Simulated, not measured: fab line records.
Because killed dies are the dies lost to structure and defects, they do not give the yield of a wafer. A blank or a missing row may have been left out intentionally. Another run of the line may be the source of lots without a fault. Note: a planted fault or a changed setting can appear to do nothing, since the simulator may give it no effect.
Problem report, 8D (eight disciplines) form, completed by code    flow ritCmos    the parts of the form that need people (team, actions taken, sign-off) are left out

## 1. WHAT IS WRONG
runLengthS at RIT_FOX2_WET_ETCH_03 reads a mean of 4486 s on 3 wafers of 1 lot; wafers without a fault read 2728 s with a standard deviation of 3.4. That is +99 or more standard deviations from the usual mean.
The step: etches Si3N4 in H3PO4, target depth 195 nm, time 2700 s.
First seen on wafer L984.1, day 2 20:59, on wetBench-02. The record has a number at this step for 15 wafers belonging to 5 lots. Rule for "out" (also "out of limits"): further than 4 standard deviations from the usual mean. Any other wafer with a number is counted as sound.

## 2. WHAT THIS IS AND IS NOT
question                     is                      is not
which readings at this step  runLengthS              bathHeatDutyPct
which lots                   L984                    L983, L994, L996, L998
which wafers of those lots   all that have a number  -
read on which tools          wetBench-02             wetBench-01, wetBench-04
when                         from day 2 20:59        up to then (3 sound wafers); but 9 sound wafers of L994, L996, L998 came after

## 3. THE SUSPECTS, EACH WITH WHAT RULES IT OUT
Counting: a tool stays on the suspect list if, at a process step up to the reading, it processed all lots that are out and no sound lot following the first of them.
- rieDiel-01 at RIT_ACTIVE_ETCH_13 (etches Si3N4 in SF6, stops on SiO2, time 210 s, target depth 210 nm): ruled out as a lasting fault. Sound lots L998 ran on it after its first lot that is out, L984 (day 2 16:59).
- plasmaAsher-03 at RIT_ACTIVE_STRIP_14 (strips in O2, time 180 s): ruled out as a lasting fault. Sound lots L994 ran on it after its first lot that is out, L984 (day 2 17:07).
- wetBench-02 at RIT_FOX2_WET_ETCH_03 (etches Si3N4 in H3PO4, target depth 195 nm, time 2700 s): kept. It ran the lot that is out, L984 (day 2 20:59), and no sound lot after that; its last sound lot up to then is L983 (day 2 16:26). On those wafers its own readings are out: runLengthS.
Remaining after the count: wetBench-02 at RIT_FOX2_WET_ETCH_03.

## 4. THE CAUSE (what the simulator had put in)
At RIT_FOX2_WET_ETCH_03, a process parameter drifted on wetBench-02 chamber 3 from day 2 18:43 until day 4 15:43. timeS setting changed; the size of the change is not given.
After counting, this tool was the only one left.

## 5. THE CHAIN OF EFFECTS, in route order
Each row: a reading where the mean over the struck wafers with a number is more than 3 standard deviations away from the usual. Only readings whose record carries a usual standard deviation are examined. hours: median over the lots of the time between each lot's start at the first step of this table that gives one and its start at this step. sigmas: the change, counted in usual standard deviations.
hours  step                  reading     usual   on struck wafers  change  sigmas
0      RIT_FOX2_WET_ETCH_03  runLengthS  2728 s  4486              +1758   +99 or more
Process steps it contains:
- RIT_FOX2_WET_ETCH_03: etches Si3N4 in H3PO4, target depth 195 nm, time 2700 s.
Later steps that measure or inspect, where all struck wafers having a row at the step show a number for every such reading and not one has moved that far: RIT_FOX2_THK_MEAS_90.

## 6. HOW IT WOULD HAVE BEEN CAUGHT EARLIER
In this record no reading fell out of limits until day 2 20:59, 2 hours after the fault had begun at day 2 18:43.
